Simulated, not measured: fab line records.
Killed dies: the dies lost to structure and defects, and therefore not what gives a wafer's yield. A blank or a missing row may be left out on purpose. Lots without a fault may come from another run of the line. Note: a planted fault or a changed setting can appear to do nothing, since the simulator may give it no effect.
Struck lot and sound lot, side by side    flow rit_cmos    15 steps out of a route of 202
Sound: these wafers, L703.3, L703.5, L703.6. The struck wafers were L713.3, L713.5, L713.6. The cause is given at the end.
Each step with rows lists, per side, the tool, then ch with its chambers, then its first start. Under that, the readings that differ: sound wafers    struck wafers    difference of the means    sigmas: that difference in standard deviations of wafers without a fault.
alike: readings whose means differ by less than 2 such deviations, and words and numbers that are the same on both sides. not compared: withheld readings, readings that some wafer has no value for, bounds like >300 that may hide the same value, and numbers for which the record gives no deviation and whose values overlap.
The two part at a step that has a row with sigmas, a row that says differs or no value, or rows on one side only. Non-overlapping numbers with no deviation appear without sigmas and do not part them. A reading that every wafer of one side lacks parts them only if that side has two wafers or more.

first, 3 steps without rows for these wafers: RIT_SDANNEAL_CLEAN_00 (cleans in SC1, time 600 s); RIT_SDANNEAL_CLEAN_01 (cleans in dHF, time 30 s); RIT_SDANNEAL_CLEAN_02 (cleans in SC2, time 600 s).
RIT_SDANNEAL_RTA_03: time 5 s.
  sound on rtp_anneal-02 ch 0, day 5 10:20; struck on rtp_anneal-02 ch 0, day 7 10:41
  alike: wafer_temp_C_max
RIT_SDANNEAL_RS_MEAS_04: a four-point-probe measurement.
  sound: film_metro-03 at day 5 10:25; struck: film_metro-04 at day 7 10:46
  alike: PSD_RS
RIT_SDANNEAL_RS_MEAS_05: a four-point-probe measurement.
  sound: film_metro-03 at day 5 10:32; struck: film_metro-04 at day 7 10:53
  alike: NSD_RS
RIT_SDANNEAL_RS_MEAS_06: a four-point-probe measurement.
  sound: film_metro-03 at day 5 10:39; struck: film_metro-04 at day 7 11:01
  alike: PLDD_RS
RIT_SDANNEAL_RS_MEAS_07: a four-point-probe measurement.
  sound: film_metro-03 at day 5 10:46; struck: film_metro-04 at day 7 11:08
reading           sound              struck             difference  sigmas
NLDD_RS (ohm/sq)  152.5 152.5 152.9  151.8 151.2 151.6  -1.1        -2
then, 1 step without rows for these wafers: RIT_SILICIDE_WET_ETCH_00 (etches SiO2 in BOE, target depth 14 nm, time 15 s).
RIT_SILICIDE_SPUTTER_01: material Ti, target thk 30 nm, time 240 s.
  sound: pvd_sputter-03 at day 5 10:52; struck: pvd_sputter-01 at day 7 11:13
  alike: cathode_dc_power_W, throttle_valve_pct
RIT_SILICIDE_RS_MEAS_02: a four-point-probe measurement.
  sound: film_metro-01 at day 5 11:04; struck: film_metro-03 at day 7 11:25
  alike: SILICIDE_TI_RS
RIT_SILICIDE_THK_MEAS_03: measures by xrf.
  sound: film_metro-01 at day 5 11:10; struck: film_metro-03 at day 7 11:31
  alike: SILICIDE_TI_THK
RIT_SILICIDE_RTA_04: time 10 s, ramp up 5 s, ramp down 5 s.
  sound on rtp_anneal-01 ch 0, day 5 11:13; struck on rtp_anneal-01 ch 0, day 7 11:35
reading           sound              struck             difference  sigmas
wafer_temp_C_max  652.3 652.0 653.3  722.2 722.7 722.2  +69.8       +80
then, 1 step without rows for these wafers: RIT_SILICIDE_WET_ETCH_05 (etches Ti in SPM, time 120 s).
RIT_M1_PROBE_99:
  sound: prober-02 at day 5 18:05; struck: prober-01 at day 7 18:16
reading                                    sound                struck                difference  sigmas
model.etest.npoly_line.line_ohm_um         173.1 171 168.6      148.4 145.6 151.8     -22.3       
model.etest.ppoly_line.line_ohm_um         168 163.5 160.7      142.9 138.8 144.8     -21.9       
model.etest.contact_pplus.end_ohm_um       42.95 43.03 43.74    54.43 53.74 52.99     +10.48      
model.etest.contact_nplus.end_ohm_um       42.3 42.61 43.48     50.3 49.54 49.07      +6.8        
model.etest.npoly_line.rs_ohm_sq           17.07 16.93 16.96    14.82 14.84 15.11     -2.06       
model.etest.ppoly_line.rs_ohm_sq           16.43 16.38 16.39    14.33 14.48 14.87     -1.84       
model.etest.pmos_0p15.gate_log10_a_cm2     -6.431 -6.609 -6.48  -5.106 -5.152 -5.074  +1.396      
model.etest.antenna_poly.gate_log10_a_cm2  -6.213 -6.437 -6.19  -4.744 -5.136 -4.914  +1.349      
  alike: killed_at_contacts, killed_at_front_end, killed_dies, killed_open, killed_short

## WHERE THEY PART
First at RIT_SDANNEAL_RS_MEAS_07; last, within this record, at RIT_SILICIDE_RTA_04. Later steps at which nothing parts them and some readings are alike: RIT_M1_PROBE_99.

WHY: what had been put in by the simulator
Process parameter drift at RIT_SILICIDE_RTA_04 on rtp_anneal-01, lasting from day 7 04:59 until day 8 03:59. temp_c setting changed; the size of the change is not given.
